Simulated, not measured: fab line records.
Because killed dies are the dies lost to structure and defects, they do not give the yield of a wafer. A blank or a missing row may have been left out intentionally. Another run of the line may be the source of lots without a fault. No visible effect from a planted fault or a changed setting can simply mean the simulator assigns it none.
Which tool was responsible? || flow rit-cmos || 14 lots, 42 wafers sampled, at 5 steps of a route of 202

WHAT EACH GAUGE READ, for each wafer
RIT_ACTIVE_BOW_MEAS_00.
{"lot": "L474", "measured": "day 1 10:01", "on": "film-metro-03", "INCOMING_BOW (um)": "6 -2 -8"}
{"lot": "L475", "measured": "day 1 15:01", "on": "film-metro-01", "INCOMING_BOW (um)": "-5 3 4"}
{"lot": "L476", "measured": "day 1 20:02", "on": "film-metro-03", "INCOMING_BOW (um)": "-1 0 -11"}
{"lot": "L478", "measured": "day 2 06:04", "on": "film-metro-03", "INCOMING_BOW (um)": "10 -5 -2"}
{"lot": "L479", "measured": "day 2 11:02", "on": "film-metro-03", "INCOMING_BOW (um)": "-1 8 5"}
{"lot": "L480", "measured": "day 2 16:02", "on": "film-metro-04", "INCOMING_BOW (um)": "2 6 -4"}
{"lot": "L481", "measured": "day 2 21:00", "on": "film-metro-03", "INCOMING_BOW (um)": "5 -6 -21"}
{"lot": "L482", "measured": "day 3 02:02", "on": "film-metro-03", "INCOMING_BOW (um)": "8 2 -9"}
{"lot": "L484", "measured": "day 3 12:04", "on": "film-metro-01", "INCOMING_BOW (um)": "0 -2 4"}
{"lot": "L486", "measured": "day 3 22:01", "on": "film-metro-01", "INCOMING_BOW (um)": "3 0 -2"}
{"lot": "L488", "measured": "day 4 08:01", "on": "film-metro-03", "INCOMING_BOW (um)": "7 -1 5"}
{"lot": "L489", "measured": "day 4 13:01", "on": "film-metro-04", "INCOMING_BOW (um)": "-4 -5 7"}
{"lot": "L496", "measured": "day 6 00:00", "on": "film-metro-03", "INCOMING_BOW (um)": "-5 7 5"}
{"lot": "L497", "measured": "day 6 05:02", "on": "film-metro-01", "INCOMING_BOW (um)": "-2 4 -1"}

RIT_REOX_THK_MEAS_04.
{"lot": "L474", "measured": "day 3 03:02", "on": "film-metro-03", "REOX_OXIDE_THK (nm)": "24.6 25.2 24.7"}
{"lot": "L475", "measured": "day 3 04:53", "on": "film-metro-01", "REOX_OXIDE_THK (nm)": "24.9 25.6 25.1"}
{"lot": "L476", "measured": "day 3 04:54", "on": "film-metro-03", "REOX_OXIDE_THK (nm)": "25.4 25.6 25.4"}
{"lot": "L478", "measured": "day 4 00:32", "on": "film-metro-02", "REOX_OXIDE_THK (nm)": "25.1 25.3 25.2"}
{"lot": "L479", "measured": "day 4 02:58", "on": "film-metro-03", "REOX_OXIDE_THK (nm)": "25.0 25.3 25.5"}
{"lot": "L480", "measured": "day 4 02:58", "on": "film-metro-02", "REOX_OXIDE_THK (nm)": "24.4 24.5 24.7"}
{"lot": "L481", "measured": "day 4 05:29", "on": "film-metro-01", "REOX_OXIDE_THK (nm)": "24.5 24.8 24.6"}
{"lot": "L482", "measured": "day 4 16:23", "on": "film-metro-01", "REOX_OXIDE_THK (nm)": "14.5 14.7 15.2"}
{"lot": "L484", "measured": "day 4 21:30", "on": "film-metro-02", "REOX_OXIDE_THK (nm)": "13.7 13.7 13.4"}
{"lot": "L486", "measured": "day 5 10:51", "on": "film-metro-03", "REOX_OXIDE_THK (nm)": "24.7 25.3 25.1"}
{"lot": "L488", "measured": "day 5 15:48", "on": "film-metro-03", "REOX_OXIDE_THK (nm)": "25.8 25.5 26.4"}
{"lot": "L489", "measured": "day 6 01:58", "on": "film-metro-03", "REOX_OXIDE_THK (nm)": "24.9 24.3 24.4"}
{"lot": "L496", "measured": "day 8 00:51", "on": "film-metro-02", "REOX_OXIDE_THK (nm)": "24.5 24.5 24.1"}
{"lot": "L497", "measured": "day 8 00:52", "on": "film-metro-01", "REOX_OXIDE_THK (nm)": "23.9 23.9 23.9"}

RIT_CONTACT_THK_MEAS_01.
{"lot": "L474", "measured": "day 3 13:40", "on": "film-metro-02", "CONTACT_TEOS_THK (nm)": "404 408 400"}
{"lot": "L475", "measured": "day 3 15:13", "on": "film-metro-01", "CONTACT_TEOS_THK (nm)": "399 402 398"}
{"lot": "L476", "measured": "day 3 15:38", "on": "film-metro-03", "CONTACT_TEOS_THK (nm)": "393 397 393"}
{"lot": "L478", "measured": "day 4 10:17", "on": "film-metro-01", "CONTACT_TEOS_THK (nm)": "402 401 401"}
{"lot": "L479", "measured": "day 4 13:14", "on": "film-metro-02", "CONTACT_TEOS_THK (nm)": "395 404 406"}
{"lot": "L480", "measured": "day 4 13:25", "on": "film-metro-03", "CONTACT_TEOS_THK (nm)": "396 399 407"}
{"lot": "L481", "measured": "day 4 15:42", "on": "film-metro-01", "CONTACT_TEOS_THK (nm)": "393 402 401"}
{"lot": "L482", "measured": "day 5 02:34", "on": "film-metro-02", "CONTACT_TEOS_THK (nm)": "400 409 408"}
{"lot": "L484", "measured": "day 5 07:57", "on": "film-metro-01", "CONTACT_TEOS_THK (nm)": "400 408 405"}
{"lot": "L486", "measured": "day 5 22:08", "on": "film-metro-03", "CONTACT_TEOS_THK (nm)": "397 400 400"}
{"lot": "L488", "measured": "day 6 02:41", "on": "film-metro-01", "CONTACT_TEOS_THK (nm)": "404 401 404"}
{"lot": "L489", "measured": "day 6 12:32", "on": "film-metro-03", "CONTACT_TEOS_THK (nm)": "408 411 414"}
{"lot": "L496", "measured": "day 8 11:02", "on": "film-metro-02", "CONTACT_TEOS_THK (nm)": "393 393 400"}
{"lot": "L497", "measured": "day 8 11:51", "on": "film-metro-01", "CONTACT_TEOS_THK (nm)": "394 400 398"}

EACH LOT AND THE TOOL THAT RAN IT (in order: tool; ch and the chambers of the sampled wafers; start)
{"lot": "L474", "RIT_REOX_OXIDATION_03": "furnace-03 ch 0, day 3 00:28", "RIT_SDANNEAL_RTA_03": "rtp-anneal-01 ch 0, day 3 12:33"}
{"lot": "L475", "RIT_REOX_OXIDATION_03": "furnace-01 ch 0, day 3 02:20", "RIT_SDANNEAL_RTA_03": "rtp-anneal-02 ch 0, day 3 14:07"}
{"lot": "L476", "RIT_REOX_OXIDATION_03": "furnace-01 ch 0, day 3 02:20", "RIT_SDANNEAL_RTA_03": "rtp-anneal-01 ch 0, day 3 14:31"}
{"lot": "L478", "RIT_REOX_OXIDATION_03": "furnace-04 ch 0, day 3 21:58", "RIT_SDANNEAL_RTA_03": "rtp-anneal-01 ch 0, day 4 09:10"}
{"lot": "L479", "RIT_REOX_OXIDATION_03": "furnace-03 ch 0, day 4 00:23", "RIT_SDANNEAL_RTA_03": "rtp-anneal-02 ch 0, day 4 12:08"}
{"lot": "L480", "RIT_REOX_OXIDATION_03": "furnace-03 ch 0, day 4 00:23", "RIT_SDANNEAL_RTA_03": "rtp-anneal-01 ch 0, day 4 12:18"}
{"lot": "L481", "RIT_REOX_OXIDATION_03": "furnace-03 ch 0, day 4 02:56", "RIT_SDANNEAL_RTA_03": "rtp-anneal-02 ch 0, day 4 14:36"}
{"lot": "L482", "RIT_REOX_OXIDATION_03": "furnace-03 ch 0, day 4 13:49", "RIT_SDANNEAL_RTA_03": "rtp-anneal-01 ch 0, day 5 01:28"}
{"lot": "L484", "RIT_REOX_OXIDATION_03": "furnace-03 ch 0, day 4 18:55", "RIT_SDANNEAL_RTA_03": "rtp-anneal-01 ch 0, day 5 06:50"}
{"lot": "L486", "RIT_REOX_OXIDATION_03": "furnace-04 ch 0, day 5 08:17", "RIT_SDANNEAL_RTA_03": "rtp-anneal-01 ch 0, day 5 21:01"}
{"lot": "L488", "RIT_REOX_OXIDATION_03": "furnace-01 ch 0, day 5 13:14", "RIT_SDANNEAL_RTA_03": "rtp-anneal-01 ch 0, day 6 01:26"}
{"lot": "L489", "RIT_REOX_OXIDATION_03": "furnace-04 ch 0, day 5 23:25", "RIT_SDANNEAL_RTA_03": "rtp-anneal-02 ch 0, day 6 11:25"}
{"lot": "L496", "RIT_REOX_OXIDATION_03": "furnace-03 ch 0, day 7 22:18", "RIT_SDANNEAL_RTA_03": "rtp-anneal-01 ch 0, day 8 09:56"}
{"lot": "L497", "RIT_REOX_OXIDATION_03": "furnace-03 ch 0, day 7 22:18", "RIT_SDANNEAL_RTA_03": "rtp-anneal-02 ch 0, day 8 10:44"}
- RIT_REOX_OXIDATION_03: target thk 25.2 nm, ox time 5580 s.
- RIT_SDANNEAL_RTA_03: time 5 s.

WHAT THE TOOLS THEMSELVES READ (means of the sampled wafers that have a number; where no wafer has one, the mark that the record gives instead)
RIT_REOX_OXIDATION_03.
{"lot": "L474", "tool": "furnace-03", "spike-tc-source-C (C)": 923.6}
{"lot": "L475", "tool": "furnace-01", "spike-tc-source-C (C)": 923.5}
{"lot": "L476", "tool": "furnace-01", "spike-tc-source-C (C)": 923.3}
{"lot": "L478", "tool": "furnace-04", "spike-tc-source-C (C)": 928.9}
{"lot": "L479", "tool": "furnace-03", "spike-tc-source-C (C)": 924.3}
{"lot": "L480", "tool": "furnace-03", "spike-tc-source-C (C)": 923.8}
{"lot": "L481", "tool": "furnace-03", "spike-tc-source-C (C)": 924.3}
{"lot": "L482", "tool": "furnace-03", "spike-tc-source-C (C)": 925.2}
{"lot": "L484", "tool": "furnace-03", "spike-tc-source-C (C)": 924.1}
{"lot": "L486", "tool": "furnace-04", "spike-tc-source-C (C)": 928.4}
{"lot": "L488", "tool": "furnace-01", "spike-tc-source-C (C)": 923.2}
{"lot": "L489", "tool": "furnace-04", "spike-tc-source-C (C)": 928.0}
{"lot": "L496", "tool": "furnace-03", "spike-tc-source-C (C)": 922.8}
{"lot": "L497", "tool": "furnace-03", "spike-tc-source-C (C)": 923.9}

RIT_SDANNEAL_RTA_03.
{"lot": "L474", "tool": "rtp-anneal-01", "wafer_temp_C_max": 1052.8}
{"lot": "L475", "tool": "rtp-anneal-02", "wafer_temp_C_max": 1052.8}
{"lot": "L476", "tool": "rtp-anneal-01", "wafer_temp_C_max": 1053.6}
{"lot": "L478", "tool": "rtp-anneal-01", "wafer_temp_C_max": 1053.7}
{"lot": "L479", "tool": "rtp-anneal-02", "wafer_temp_C_max": 1052.6}
{"lot": "L480", "tool": "rtp-anneal-01", "wafer_temp_C_max": 1052.9}
{"lot": "L481", "tool": "rtp-anneal-02", "wafer_temp_C_max": 1052.9}
{"lot": "L482", "tool": "rtp-anneal-01", "wafer_temp_C_max": 1053.3}
{"lot": "L484", "tool": "rtp-anneal-01", "wafer_temp_C_max": 1052.4}
{"lot": "L486", "tool": "rtp-anneal-01", "wafer_temp_C_max": 1054.1}
{"lot": "L488", "tool": "rtp-anneal-01", "wafer_temp_C_max": 1053.2}
{"lot": "L489", "tool": "rtp-anneal-02", "wafer_temp_C_max": 1052.9}
{"lot": "L496", "tool": "rtp-anneal-01", "wafer_temp_C_max": 1052.9}
{"lot": "L497", "tool": "rtp-anneal-02", "wafer_temp_C_max": 1053.8}

THE ANSWER, worked out from the rows above alone
Rule: the usual values come from the lots themselves. Put in order of their means at a reading, lots are off if they are a third of the lots or fewer, leave a main group of 4 or more, and stand apart from it by a gap of 3 or more times the standard deviation of the main group's means; of several such gaps the widest counts. A main group whose means are all the same, to the digits that the tables above print for the reading, isn't used. Also off: a lot with no number at a reading for which 4 or more lots have one. All remaining lots with rows at the step are treated as sound. First the gauges in route order, then the tools' own readings, where a lot's mean is used as printed above. At the first step where some lot is off, the reading lying furthest off is the one used; lots without a number count as furthest.
Off: L482, L484, at RIT_REOX_THK_MEAS_04 (REOX_OXIDE_THK). Mean 24.9 nm and standard deviation 0.52 in the main group.
If a tool, at a process step before that reading, ran all the lots that are off and no sound lot after the first of them, it fits. Those tools and the gauges at RIT_REOX_THK_MEAS_04 are tried in the same way. Of those tried, none fits.

WHAT THE SIMULATOR HAD INSERTED
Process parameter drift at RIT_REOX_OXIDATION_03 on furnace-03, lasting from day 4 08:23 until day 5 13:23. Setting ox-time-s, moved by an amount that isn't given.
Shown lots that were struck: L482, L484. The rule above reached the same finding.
